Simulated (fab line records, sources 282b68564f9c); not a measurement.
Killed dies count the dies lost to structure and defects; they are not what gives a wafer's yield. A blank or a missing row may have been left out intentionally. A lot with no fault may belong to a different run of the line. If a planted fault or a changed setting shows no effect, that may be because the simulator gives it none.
fab line records	flow rit_cmos
[record] lots = 14	wafers = 42	last_day = 8
route steps=202 shown NWELL@34 PWELL@45 PLDD@123 SPACER@128 M1@202
lots that met no fault: taken from a fault-free run of the same line
start_h: the number of hours between the record's first day and the start of the first shown wafer of the lot	wait_h: hours from the lot's prior step to this one	" repeats the value in the row above	L1.1+2: a single row standing in for several wafers	- either no value or no given start	* or withheld: withheld	< > ~ a bound
route shown NAME@n: names a module that has steps shown in the file, with the first one's number in the route	usual: mean and standard deviation over wafers with no fault	same: alike in all rows	chamber/n: place in a boat	sites: the reading at each site	_std_site: standard deviation of those values	_edge_site: mean of outer sites minus mean of inner sites	radius_mm: for every site, how far away it sits from the centre of the wafer	mask NAME#n: copy n	behind: the most recent tool/chamber to have shaped the wafer	hold: the reason the lot was held/the length of the hold in hours/how it ended	device: the transistor (n, p or np) that didn't switch	end of line: the route-end tests of the same wafers	a step with no rows: only its recipe	killed: at the first sort, the dies lost to defects and structure; wafer yield is something else	map: a wafer's dies, marking killed ones x, the rest . and places with no die _
set.NAME: the setting that was run; set.NAME@STEP: the one run at that earlier step	model.NAME: the simulator's own value behind a step, which no gauge read
the route's steps for a sample of lots (tables are steps, rows are wafers)
services: a tool's chamber out of use, with start hour (start_h, from the record's first day; less than 0 if before it), hours out, and reason
[[steps]]
[step RIT_NWELL_OVL_MEAS_06]
[usual] NWELL_OVL = -0.8/1.4
lot.wafer	tool	chamber	start_h	wait_h	NWELL_OVL[nm]
L917.2	overlay-02	-	30.87	-	-0.7
L917.4	"	-	"	"	-2.2
L917.6	"	-	"	"	0.1
L918.1	overlay-02	-	34.34	-	-2.8
L918.4	"	-	"	"	-1.5
L918.5	"	-	"	"	-3.8
L919.2	overlay-02	-	37.97	-	-2.2
L919.5	"	-	"	"	-1.9
L919.6	"	-	"	"	-3.5
L920.1	overlay-02	-	48.81	-	-1.3
L920.2	"	-	"	"	0.6
L920.6	"	-	"	"	0.0
L922.2	overlay-01	-	51.11	-	0.3
L922.4	"	-	"	"	-1.7
L922.5	"	-	"	"	-0.2
L924.2	overlay-01	-	62.53	-	2.7
L924.3	"	-	"	"	0.5
L924.4	"	-	"	"	1.0
L929.4	overlay-02	-	87.08	-	0.9
L929.5	"	-	"	"	0.3
L929.6	"	-	"	"	-0.5
L931.1	overlay-02	-	96.85	-	-1.3
L931.2	"	-	"	"	0.6
L931.3	"	-	"	"	0.4
L932.2	overlay-02	-	101.81	-	-1.6
L932.3	"	-	"	"	-1.9
L932.5	"	-	"	"	-2.4
L933.2	overlay-01	-	107.49	-	-1.4
L933.5	"	-	"	"	0.4
L933.6	"	-	"	"	2.0
L934.1	overlay-02	-	111.02	-	-3.7
L934.4	"	-	"	"	-1.7
L934.6	"	-	"	"	-1.2
L935.1	overlay-01	-	118.24	-	-0.1
L935.5	"	-	"	"	0.0
L935.6	"	-	"	"	-0.4
L936.1	overlay-02	-	123.20	-	0.0
L936.3	"	-	"	"	-0.7
L936.4	"	-	"	"	-0.7
L938.4	overlay-01	-	138.29	-	0.2
L938.5	"	-	"	"	-0.3
L938.6	"	-	"	"	2.0
[step RIT_PWELL_OVL_MEAS_06]
[usual] PWELL_OVL = -1.6/1.3
lot.wafer	tool	chamber	start_h	wait_h	PWELL_OVL[nm]
L917.2	overlay-01	-	32.63	-	-1.8
L917.4	"	-	"	"	-0.9
L917.6	"	-	"	"	-1.5
L918.1	overlay-02	-	36.02	-	0.1
L918.4	"	-	"	"	-2.2
L918.5	"	-	"	"	-2.4
L919.2	overlay-02	-	39.53	-	-1.2
L919.5	"	-	"	"	-0.5
L919.6	"	-	"	"	-2.3
L920.1	overlay-01	-	50.48	-	-0.7
L920.2	"	-	"	"	-1.0
L920.6	"	-	"	"	-0.6
L922.2	overlay-02	-	52.99	-	-2.9
L922.4	"	-	"	"	-2.6
L922.5	"	-	"	"	-1.7
L924.2	overlay-02	-	64.09	-	-1.3
L924.3	"	-	"	"	-2.5
L924.4	"	-	"	"	-1.9
L929.4	overlay-01	-	88.76	-	-3.2
L929.5	"	-	"	"	-1.3
L929.6	"	-	"	"	-2.0
L931.1	overlay-02	-	98.54	-	-2.6
L931.2	"	-	"	"	-2.6
L931.3	"	-	"	"	-3.5
L932.2	overlay-01	-	103.65	-	-3.4
L932.3	"	-	"	"	-0.9
L932.5	"	-	"	"	-2.2
L933.2	overlay-01	-	109.16	-	1.0
L933.5	"	-	"	"	0.7
L933.6	"	-	"	"	-1.0
L934.1	overlay-02	-	112.63	-	-1.9
L934.4	"	-	"	"	0.2
L934.6	"	-	"	"	-0.9
L935.1	overlay-01	-	119.79	-	-1.2
L935.5	"	-	"	"	-2.0
L935.6	"	-	"	"	-0.8
L936.1	overlay-02	-	125.00	-	-1.0
L936.3	"	-	"	"	-2.8
L936.4	"	-	"	"	-2.2
L938.4	overlay-01	-	139.84	-	1.2
L938.5	"	-	"	"	-1.2
L938.6	"	-	"	"	-0.1
[step RIT_PLDD_STRIP_09]
[recipe] chemistry = O2	time_s = 180	resist = NOVOLAK	platen_temp_c = withheld	power_w = 500	pressure_mtorr = 4000	o2_flow_sccm = 4000
[usual] drypump_motor_current_A = 5.7/0.46
lot.wafer	tool	chamber	start_h	wait_h	drypump_motor_current_A	rf_hours_counter_h
L917.2	plasma_asher-02	1	54.56	0.1	5.6	42
L917.4	"	0	"	"	5.5	-
L917.6	"	1	"	"	5.6	-
L918.1	plasma_asher-01	1	57.93	0.1	5.0	26
L918.4	"	1	"	"	4.9	-
L918.5	"	0	"	"	5.6	-
L919.2	plasma_asher-04	1	62.24	0.1	6.3	41
L919.5	"	1	"	"	6.3	-
L919.6	"	0	"	"	6.1	-
L920.1	plasma_asher-02	0	75.65	0.1	5.5	44
L920.2	"	1	"	"	5.6	44
L920.6	"	1	"	"	5.6	-
L922.2	plasma_asher-04	0	75.89	0.1	6.1	43
L922.4	"	1	"	"	6.3	-
L922.5	"	0	"	"	6.2	-
L924.2	plasma_asher-04	0	84.93	0.1	6.2	43
L924.3	"	1	"	"	6.3	-
L924.4	"	0	"	"	6.1	-
L929.4	plasma_asher-02	1	112.76	0.1	5.6	-
L929.5	"	1	"	"	5.6	-
L929.6	"	0	"	"	5.5	-
L931.1	plasma_asher-01	0	122.29	0.1	5.6	34
L931.2	"	1	"	"	5.0	34
L931.3	"	0	"	"	5.6	-
L932.2	plasma_asher-01	1	126.54	0.1	5.0	34
L932.3	"	1	"	"	5.0	-
L932.5	"	0	"	"	5.5	-
L933.2	plasma_asher-02	1	135.75	0.1	5.6	51
L933.5	"	0	"	"	5.5	-
L933.6	"	1	"	"	5.6	-
L934.1	plasma_asher-02	0	142.97	0.1	5.5	51
L934.4	"	1	"	"	5.6	-
L934.6	"	0	"	"	5.5	-
L935.1	plasma_asher-02	1	149.57	0.1	5.6	52
L935.5	"	1	"	"	5.6	-
L935.6	"	0	"	"	5.5	-
L936.1	plasma_asher-01	0	153.56	0.1	5.5	36
L936.3	"	0	"	"	5.5	-
L936.4	"	1	"	"	5.0	-
L938.4	plasma_asher-04	0	168.46	0.1	6.1	-
L938.5	"	0	"	"	6.2	-
L938.6	"	1	"	"	6.3	-
[step RIT_SPACER_CVD_03]
[recipe] material = Si3N4	target_thk_nm = 250	temp_c = 810	precursor = SiH2Cl2/NH3	time_s = 3300	pressure_mtorr = 300	sih2cl2_flow_sccm = 60	nh3_flow_sccm = 150
[usual] sih2cl2_flow_sccm = 59.96/0.17	zone_power_source_pct = 19.6/1.1
lot.wafer	tool	chamber	start_h	wait_h	sih2cl2_flow_sccm	zone_power_source_pct
L917.2	lpcvd-01	0	56.58	1.4	59.85	18.3
L917.4	"	0	"	"	59.91	18.4
L917.6	"	0	"	"	60.12	18.2
L918.1	lpcvd-01	0	58.71	0.0	59.89	18.6
L918.4	"	0	"	"	60.17	18.3
L918.5	"	0	"	"	60.10	18.3
L919.2	lpcvd-02	1	63.53	0.5	59.94	20.8
L919.5	"	1	"	"	60.08	20.4
L919.6	"	1	"	"	59.99	20.2
L920.1	lpcvd-02	1	76.91	0.6	59.95	20.3
L920.2	"	1	"	"	60.10	20.8
L920.6	"	1	"	"	60.07	20.9
L922.2	lpcvd-02	1	76.91	0.4	59.97	20.6
L922.4	"	1	"	"	59.96	20.5
L922.5	"	1	"	"	59.71	21.3
L924.2	lpcvd-02	0	86.81	1.1	59.90	18.2
L924.3	"	0	"	"	59.89	18.4
L924.4	"	0	"	"	60.22	18.5
L929.4	lpcvd-02	0	114.20	0.9	59.89	18.5
L929.5	"	0	"	"	59.83	18.6
L929.6	"	0	"	"	59.92	18.5
L931.1	lpcvd-02	1	122.89	0.0	59.79	20.6
L931.2	"	1	"	"	60.13	20.4
L931.3	"	1	"	"	59.98	20.4
L932.2	lpcvd-02	1	127.14	0.0	60.10	20.8
L932.3	"	1	"	"	59.95	20.8
L932.5	"	1	"	"	60.20	20.6
L933.2	lpcvd-02	1	136.35	0.0	59.95	20.7
L933.5	"	1	"	"	60.03	21.1
L933.6	"	1	"	"	60.04	20.4
L934.1	lpcvd-02	0	143.58	0.0	59.72	18.5
L934.4	"	0	"	"	59.82	18.2
L934.6	"	0	"	"	59.72	18.1
L935.1	lpcvd-01	1	150.17	0.0	59.95	20.2
L935.5	"	1	"	"	59.78	20.6
L935.6	"	1	"	"	59.67	20.1
L936.1	lpcvd-02	0	154.16	0.0	60.15	18.4
L936.3	"	0	"	"	59.99	18.1
L936.4	"	0	"	"	60.02	18.2
L938.4	lpcvd-01	1	170.10	1.0	59.70	20.3
L938.5	"	1	"	"	59.69	20.3
L938.6	"	1	"	"	59.83	20.4
[step RIT_SPACER_THK_MEAS_04]
[recipe] reads = Si3N4_of_SPACER_CVD_03
[usual] SPACER_NITRIDE_THK = 249.4/2.3
lot.wafer	tool	chamber	start_h	wait_h	SPACER_NITRIDE_THK[nm]
L917.2	film_metro-03	-	58.51	0.0	248.9
L917.4	"	-	"	"	247.9
L917.6	"	-	"	"	248.1
L918.1	film_metro-01	-	60.63	0.0	252.0
L918.4	"	-	"	"	254.1
L918.5	"	-	"	"	252.7
L919.2	film_metro-03	-	65.46	0.0	253.9
L919.5	"	-	"	"	254.0
L919.6	"	-	"	"	251.5
L920.1	film_metro-02	-	78.83	0.0	248.1
L920.2	"	-	"	"	246.8
L920.6	"	-	"	"	245.5
L922.2	film_metro-01	-	78.84	0.0	245.1
L922.4	"	-	"	"	248.7
L922.5	"	-	"	"	245.6
L924.2	film_metro-02	-	88.74	0.0	249.4
L924.3	"	-	"	"	251.1
L924.4	"	-	"	"	248.4
L929.4	film_metro-02	-	116.15	0.0	248.9
L929.5	"	-	"	"	250.2
L929.6	"	-	"	"	250.5
L931.1	film_metro-02	-	124.81	0.0	249.9
L931.2	"	-	"	"	247.8
L931.3	"	-	"	"	250.4
L932.2	film_metro-01	-	129.07	0.0	271.8
L932.3	"	-	"	"	271.2
L932.5	"	-	"	"	270.9
L933.2	film_metro-03	-	138.28	0.0	270.4
L933.5	"	-	"	"	270.6
L933.6	"	-	"	"	268.8
L934.1	film_metro-02	-	145.49	0.0	250.5
L934.4	"	-	"	"	251.3
L934.6	"	-	"	"	250.4
L935.1	film_metro-03	-	152.09	0.0	248.5
L935.5	"	-	"	"	246.8
L935.6	"	-	"	"	248.6
L936.1	film_metro-03	-	156.08	0.0	250.1
L936.3	"	-	"	"	250.7
L936.4	"	-	"	"	251.5
L938.4	film_metro-01	-	172.05	0.0	247.8
L938.5	"	-	"	"	249.8
L938.6	"	-	"	"	249.3
[step RIT_SPACER_ETCHBACK_05]
[recipe] target_depth_a = 2500	SF6_flow_sccm = 30	CHF3_flow_sccm = 30	target = Si3N4	chemistry = SF6/CHF3	pressure_mtorr = 40	rf_w = 250	time_s = 240	stop_on = SiO2
[usual] CHF3_flow_sccm = 30.01/0.084	drypump_motor_current_A = 5.9/0.49	oes_product_au = 0.841/0.013	throttle_valve_pct = 10.32/0.11
lot.wafer	tool	chamber	start_h	wait_h	CHF3_flow_sccm	drypump_motor_current_A	oes_product_au	rf_hours_counter_h	throttle_valve_pct
L917.2	rie_diel-02	3	58.56	0.0	29.92	5.8	0.860	74	10.37
L917.4	"	1	"	"	30.07	5.7	0.822	7	10.13
L917.6	"	2	"	"	30.00	5.6	0.823	-	10.25
L918.1	rie_diel-03	2	60.69	0.1	30.04	6.6	0.846	65	10.33
L918.4	"	1	"	"	30.06	6.2	0.835	117	10.53
L918.5	"	3	"	"	30.02	4.9	0.856	-	10.25
L919.2	rie_diel-03	1	65.51	0.0	29.86	6.2	0.832	117	10.52
L919.5	"	1	"	"	29.78	6.1	0.836	-	10.50
L919.6	"	0	"	"	30.04	5.8	0.848	-	10.45
L920.1	rie_diel-03	2	78.89	0.1	29.98	6.5	0.838	66	10.34
L920.2	"	1	"	"	29.90	6.2	0.826	117	10.50
L920.6	"	1	"	"	29.98	6.2	0.814	-	10.49
L922.2	rie_diel-02	0	78.89	0.0	30.04	5.2	0.828	36	10.33
L922.4	"	1	"	"	30.01	5.7	0.813	8	10.11
L922.5	"	2	"	"	29.98	5.7	0.823	-	10.23
L924.2	rie_diel-02	1	88.79	0.0	30.02	5.7	0.813	8	10.11
L924.3	"	2	"	"	30.07	5.6	0.835	95	10.25
L924.4	"	3	"	"	30.06	5.8	0.854	75	10.36
L929.4	rie_diel-03	1	116.18	0.0	30.02	6.2	0.827	118	10.51
L929.5	"	0	"	"	30.07	5.8	0.845	-	10.44
L929.6	"	3	"	"	30.05	4.8	0.848	-	10.23
L931.1	rie_diel-03	3	124.87	0.1	30.13	4.9	0.846	141	10.24
L931.2	"	1	"	"	30.10	6.2	0.812	118	10.52
L931.3	"	0	"	"	30.08	5.9	0.833	62	10.43
L932.2	rie_diel-04	0	129.12	0.0	29.94	6.1	0.892	100	10.32
L932.3	"	1	"	"	30.03	6.5	0.907	92	10.21
L932.5	"	3	"	"	30.03	6.2	0.921	-	10.45
L933.2	rie_diel-02	0	138.33	0.0	29.97	5.3	0.882	38	10.35
L933.5	"	2	"	"	30.02	5.6	0.877	-	10.25
L933.6	"	3	"	"	30.19	5.8	0.894	-	10.38
L934.1	rie_diel-04	3	145.55	0.1	30.02	6.2	0.868	3	10.42
L934.4	"	0	"	"	29.98	6.1	0.838	100	10.30
L934.6	"	3	"	"	29.90	6.2	0.856	-	10.45
L935.1	rie_diel-04	0	152.15	0.1	29.92	6.1	0.835	100	10.30
L935.5	"	0	"	"	30.03	6.0	0.828	-	10.28
L935.6	"	1	"	"	29.97	6.5	0.861	-	10.18
L936.1	rie_diel-03	0	156.14	0.1	30.10	5.8	0.834	62	10.43
L936.3	"	2	"	"	30.02	6.5	0.850	67	10.33
L936.4	"	3	"	"	29.81	4.9	0.843	142	10.24
L938.4	rie_diel-03	2	172.08	0.0	30.01	6.6	0.830	67	10.34
L938.5	"	3	"	"	30.05	4.8	0.840	-	10.22
L938.6	"	0	"	"	30.01	5.8	0.832	-	10.43
[step RIT_M1_PROBE_99]
[usual] killed_at_contacts = 0.0/0.2	killed_at_front_end = 7/3	killed_dies = 7/3	killed_open = 3.4/1.8	killed_short = 3.8/2.1
[same] gross_dies = 264	killed_at_M0_to_M3 = 0	killed_at_M4_up = 0	killed_at_back_side = 0	killed_at_other = 0
lot.wafer	tool	chamber	start_h	wait_h	killed_at_contacts	killed_at_front_end	killed_dies	killed_open	killed_short
L917.2	prober-02	-	70.21	0.1	0	14	14	7	7
L917.4	prober-02	-	70.31	0.2	0	8	8	3	5
L917.6	prober-02	-	70.41	0.2	0	6	6	2	4
L918.1	prober-01	-	72.42	0.1	0	11	11	9	2
L918.4	prober-01	-	72.57	0.2	0	6	6	3	3
L918.5	prober-01	-	72.62	0.2	0	5	5	4	1
L919.2	prober-02	-	77.26	0.1	0	7	7	3	4
L919.5	prober-02	-	77.41	0.2	0	5	5	1	4
L919.6	prober-02	-	77.46	0.2	0	7	7	4	3
L922.2	prober-01	-	90.68	0.1	0	8	8	3	5
L922.4	prober-01	-	90.78	0.2	0	9	9	5	4
L922.5	prober-01	-	90.83	0.2	0	3	3	0	3
L920.1	prober-01	-	92.13	0.1	0	6	6	5	1
L920.2	prober-01	-	92.18	0.1	0	7	7	3	4
L920.6	prober-01	-	92.38	0.2	0	4	4	3	1
L924.2	prober-02	-	100.10	0.1	0	3	3	1	2
L924.3	prober-02	-	100.15	0.2	0	3	3	2	1
L924.4	prober-02	-	100.20	0.2	0	2	2	1	1
L929.4	prober-01	-	127.36	0.2	0	3	3	2	1
L929.5	prober-01	-	127.41	0.2	0	3	3	3	0
L929.6	prober-01	-	127.46	0.2	1	6	7	5	2
L931.1	prober-01	-	135.64	0.1	0	8	8	1	7
L931.2	prober-01	-	135.69	0.1	0	4	4	1	3
L931.3	prober-01	-	135.74	0.2	0	7	7	4	3
L932.2	prober-02	-	140.15	0.1	0	8	8	4	4
L932.3	prober-02	-	140.20	0.2	0	6	6	3	3
L932.5	prober-02	-	140.30	0.2	0	8	8	3	5
L933.2	prober-01	-	149.16	0.1	0	9	9	5	3
L933.5	prober-01	-	149.31	0.2	0	11	11	4	7
L933.6	prober-01	-	149.36	0.2	0	14	14	7	7
L934.1	prober-02	-	156.33	0.1	0	6	6	5	1
L934.4	prober-02	-	156.48	0.2	0	11	11	6	5
L934.6	prober-02	-	156.58	0.2	0	12	12	6	6
L935.1	prober-01	-	163.73	0.1	0	11	11	5	6
L935.5	prober-01	-	163.93	0.2	0	5	5	0	5
L935.6	prober-01	-	163.98	0.2	0	7	7	1	6
L936.1	prober-02	-	167.06	0.1	0	13	13	4	9
L936.3	prober-02	-	167.16	0.2	0	5	5	3	2
L936.4	prober-02	-	167.21	0.2	0	10	10	6	4
L938.4	prober-02	-	183.36	0.2	0	7	7	3	4
L938.5	prober-02	-	183.41	0.2	0	2	2	2	0
L938.6	prober-02	-	183.46	0.2	0	5	5	2	3
// killed by level:class
L917.2 GATE:geometric_particle:open=4 GATE:geometric_particle:short=4 SILICIDE:geometric_particle:short=2 FOX1:geometric_particle:open=1 REOX:geometric_particle:open=1 SPACER:geometric_particle:short=1 SPACER:geometric_particle:open=1
L917.4 GATE:geometric_particle:short=2 SPACER:geometric_particle:open=2 SPACER:geometric_particle:short=2 SILICIDE:geometric_particle:short=1 SILICIDE:geometric_particle:open=1
L917.6 REOX:geometric_particle:short=2 FOX1:geometric_particle:open=1 GATE:geometric_particle:short=1 REOX:geometric_particle:open=1 SPACER:geometric_particle:short=1
L918.1 GATE:geometric_particle:open=5 FOX2:geometric_particle:open=2 FOX1:geometric_particle:short=1 REOX:geometric_particle:short=1 SPACER:geometric_particle:open=1 SILICIDE:geometric_particle:open=1
L918.4 GATE:geometric_particle:open=3 FOX1:geometric_particle:short=1 FOX2:geometric_particle:short=1 SILICIDE:geometric_particle:short=1
L918.5 SILICIDE:geometric_particle:open=3 FOX2:geometric_particle:open=1 GATE:geometric_particle:short=1
L919.2 GATE:geometric_particle:short=3 FOX1:geometric_particle:open=1 FOX2:geometric_particle:open=1 REOX:geometric_particle:short=1 SPACER:geometric_particle:open=1
L919.5 GATE:geometric_particle:short=2 FOX1:geometric_particle:short=1 FOX2:geometric_particle:open=1 SPACER:geometric_particle:short=1
L919.6 FOX1:geometric_particle:open=1 FOX2:geometric_particle:open=1 GATE:geometric_particle:short=1 REOX:geometric_particle:short=1 REOX:geometric_particle:open=1 SPACER:geometric_particle:open=1 SILICIDE:geometric_particle:short=1
L922.2 GATE:geometric_particle:short=5 GATE:geometric_particle:open=2 SPACER:geometric_particle:open=1
L922.4 GATE:geometric_particle:open=4 GATE:geometric_particle:short=3 FOX2:geometric_particle:open=1 SILICIDE:geometric_particle:short=1
L922.5 FOX1:geometric_particle:short=1 GATE:geometric_particle:short=1 REOX:geometric_particle:short=1
L920.1 GATE:geometric_particle:open=5 SPACER:geometric_particle:short=1
L920.2 GATE:geometric_particle:short=3 SILICIDE:geometric_particle:open=2 FOX1:geometric_particle:short=1 REOX:geometric_particle:open=1
L920.6 SPACER:geometric_particle:open=2 FOX1:geometric_particle:short=1 GATE:geometric_particle:open=1
L924.2 REOX:geometric_particle:short=2 SILICIDE:geometric_particle:open=1
L924.3 GATE:geometric_particle:open=1 GATE:geometric_particle:short=1 REOX:geometric_particle:open=1
L924.4 GATE:geometric_particle:open=1 SPACER:geometric_particle:short=1
L929.4 GATE:geometric_particle:open=1 SPACER:geometric_particle:short=1 SPACER:geometric_particle:open=1
L929.5 SPACER:geometric_particle:open=2 GATE:geometric_particle:open=1
L929.6 GATE:geometric_particle:open=2 GATE:geometric_particle:short=2 FOX1:geometric_particle:open=1 SPACER:geometric_particle:open=1 CONTACT:geometric_particle:open=1
L931.1 REOX:geometric_particle:short=3 SILICIDE:geometric_particle:short=2 GATE:geometric_particle:short=1 GATE:geometric_particle:open=1 SPACER:geometric_particle:short=1
L931.2 FOX1:geometric_particle:short=1 GATE:geometric_particle:short=1 SILICIDE:geometric_particle:short=1 SILICIDE:geometric_particle:open=1
L931.3 GATE:geometric_particle:short=2 FOX1:geometric_particle:open=1 FOX2:geometric_particle:open=1 FOX2:geometric_particle:short=1 GATE:geometric_particle:open=1 SPACER:geometric_particle:open=1
L932.2 FOX1:geometric_particle:open=4 GATE:geometric_particle:short=4
L932.3 FOX1:geometric_particle:open=2 FOX1:geometric_particle:short=1 GATE:geometric_particle:short=1 REOX:geometric_particle:open=1 SPACER:geometric_particle:short=1
L932.5 FOX1:geometric_particle:short=4 FOX1:geometric_particle:open=1 GATE:geometric_particle:open=1 REOX:geometric_particle:short=1 REOX:geometric_particle:open=1
L933.2 GATE:geometric_particle:open=3 GATE:geometric_particle:short=2 FOX2:geometric_particle:short=1 REOX:geometric_particle:open=1 SILICIDE:geometric_particle:open=1 PSD:coat_microbubble_printed=1
L933.5 GATE:geometric_particle:short=3 GATE:geometric_particle:open=2 REOX:geometric_particle:short=2 FOX1:geometric_particle:open=1 SPACER:geometric_particle:open=1 SPACER:geometric_particle:short=1 SILICIDE:geometric_particle:short=1
L933.6 GATE:geometric_particle:open=3 FOX1:geometric_particle:short=2 FOX2:geometric_particle:short=2 GATE:geometric_particle:short=2 REOX:geometric_particle:open=2 FOX1:geometric_particle:open=1 FOX2:geometric_particle:open=1 REOX:geometric_particle:short=1
L934.1 GATE:geometric_particle:open=3 SPACER:geometric_particle:open=2 SPACER:geometric_particle:short=1
L934.4 GATE:geometric_particle:open=2 REOX:geometric_particle:short=2 SPACER:geometric_particle:open=2 FOX1:geometric_particle:short=1 FOX1:geometric_particle:open=1 GATE:geometric_particle:short=1 SPACER:geometric_particle:short=1 SILICIDE:geometric_particle:open=1
L934.6 SILICIDE:geometric_particle:short=3 SILICIDE:geometric_particle:open=3 GATE:geometric_particle:open=2 SPACER:geometric_particle:short=2 GATE:geometric_particle:short=1 SPACER:geometric_particle:open=1
L935.1 FOX1:geometric_particle:short=2 GATE:geometric_particle:short=2 SPACER:geometric_particle:open=2 SILICIDE:geometric_particle:open=2 REOX:geometric_particle:open=1 SPACER:geometric_particle:short=1 SILICIDE:geometric_particle:short=1
L935.5 GATE:geometric_particle:short=4 FOX2:geometric_particle:short=1
L935.6 FOX1:geometric_particle:short=2 GATE:geometric_particle:short=2 FOX2:geometric_particle:open=1 FOX2:geometric_particle:short=1 REOX:geometric_particle:short=1
L936.1 GATE:geometric_particle:short=4 FOX1:geometric_particle:short=3 FOX1:geometric_particle:open=2 FOX2:geometric_particle:short=2 GATE:geometric_particle:open=2
L936.3 GATE:geometric_particle:open=3 GATE:geometric_particle:short=2
L936.4 FOX1:geometric_particle:open=3 FOX2:geometric_particle:short=2 GATE:geometric_particle:short=2 SILICIDE:geometric_particle:open=2 GATE:geometric_particle:open=1
L938.4 FOX1:geometric_particle:open=1 FOX1:geometric_particle:short=1 FOX2:geometric_particle:short=1 FOX2:geometric_particle:open=1 SPACER:geometric_particle:short=1 SILICIDE:geometric_particle:short=1 SILICIDE:geometric_particle:open=1
L938.5 SILICIDE:geometric_particle:open=2
L938.6 FOX1:geometric_particle:short=1 FOX2:geometric_particle:open=1 GATE:geometric_particle:short=1 SPACER:geometric_particle:open=1 SILICIDE:geometric_particle:short=1
[[services]]
tool	chamber	start_h	hours	kind
lpcvd-02	-	36.00	6.1	pm
rie_diel-04	0	42.82	4.8	repair
lpcvd-02	-	54.66	2.6	repair
plasma_asher-04	-	78.88	2.8	pm
rie_diel-03	0	86.65	18.1	repair
plasma_asher-01	-	136.21	0.6	repair
rie_diel-04	3	145.90	8.6	repair
rie_diel-02	0	170.60	6.2	repair
[[key]]
[first_sign] step = RIT_SPACER_THK_MEAS_04	reading = SPACER_NITRIDE_THK	direction = up	sigmas = 9.2	usual = 249.4	struck = 270.6
[effect] step = RIT_SPACER_ETCHBACK_05	reading = oes_product_au	direction = up	sigmas = 4.1	usual = 0.841	struck = 0.895
met_at RIT_SPACER_CVD_03
struck_lots L932,L933
struck_wafers L932.2,L932.3,L932.5,L933.2,L933.5,L933.6
tester_left_out L932,L933
not_acting_at RIT_NWELL_OVL_MEAS_06,RIT_PWELL_OVL_MEAS_06,RIT_PLDD_STRIP_09
onset_between 122.89 127.14
[fault] kind = process_parameter_drift	tool = lpcvd-02	chamber = 1	onset_h = 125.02	steps = RIT_SPACER_CVD_03	channel = target_thk_nm	offset = 20	shape = step	end_h = 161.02	acts_in = these_recipes_only	stated = 250
// tester_left_out: of these lots the tester's yield and bins aren't shown, on N5 and GAA mostly nor the transistor test; their killed dies are dies lost to structure and defects alone, not to doping, threshold or leakage, so they don't give the yield
